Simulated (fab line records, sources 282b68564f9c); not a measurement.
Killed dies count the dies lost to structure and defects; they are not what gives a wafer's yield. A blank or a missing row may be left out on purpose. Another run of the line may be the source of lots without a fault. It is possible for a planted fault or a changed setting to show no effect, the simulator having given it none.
8D (eight disciplines) problem report, filled in by code -- flow ritCmos -- the parts of the form that need people (team, actions taken, sign-off) are left out

## 1. THE ISSUE
tiltDeg at RIT_PRETRO_IMPLANT_08 reads a mean of 7.648 degrees on 6 wafers of 2 lots; wafers without a fault read 6.999 degrees with a standard deviation of 0.02. That puts it +32 standard deviations away from the usual mean.
The first sign was on wafer L859.1 at day 5 14:26, on implanter-03. Wafers with a number at this step in the record: 42, from 14 lots. Rule for "out" (also "out of limits"): further than 4 standard deviations from the usual mean. Any other wafer with a number is counted as sound.

## 2. WHAT IT IS, AND WHAT IT ISN'T
question,is,is not
which readings at this step,tiltDeg,beamEnergyKeV
which lots,"L859, L863","L845, L846, L847, L848, L849, L852, L853, L854, L858, L862, L864, L866"
which wafers of those lots,all that have a number,-
read on which tools,implanter-03,"implanter-01, implanter-02"
when,from day 5 14:26,"up to then (27 sound wafers); but 9 sound wafers of L862, L864, L866 came after"

## 3. THE SUSPECTS, EACH WITH WHAT RULES IT OUT
Counting: a tool stays on the suspect list if, at a process step up to the reading, it processed all lots that are out and no sound lot following the first of them.
- implanter-03 at RIT_PRETRO_IMPLANT_08: kept. It ran every lot that is out, first L859 (day 5 14:26), and no sound lot after that; its last sound lot up to then is L858 (day 5 09:05). Its own readings are out on those wafers: tiltDeg.
After counting, what remains is implanter-03 at RIT_PRETRO_IMPLANT_08.

## 4. THE CAUSE (what the simulator had put in)
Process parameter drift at RIT_PRETRO_IMPLANT_08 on implanter-03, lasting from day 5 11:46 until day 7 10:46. A move of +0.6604 in setting tiltDeg, from 7. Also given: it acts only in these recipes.
This tool alone remained once counting was done.

## 5. THE EFFECT CHAIN, in route order
Each row: a reading whose mean over the struck wafers that have a number lies more than 3 standard deviations from the usual. Only readings whose record carries a usual standard deviation are examined. hours: median over the lots of the time between each lot's start at the first step of this table that gives one and its start at this step. sigmas: the change, counted in usual standard deviations.
hours,step,reading,usual,on struck wafers,change,sigmas
0,RIT_PRETRO_IMPLANT_08,tiltDeg,6.999 degrees,7.648,+0.649,+32
Here are the process steps it includes:
- RIT_PRETRO_IMPLANT_08

## 6. WHAT WOULD HAVE CAUGHT IT SOONER
In this record the first reading out of limits was taken at day 5 14:26, 3 hours after the fault began at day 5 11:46.
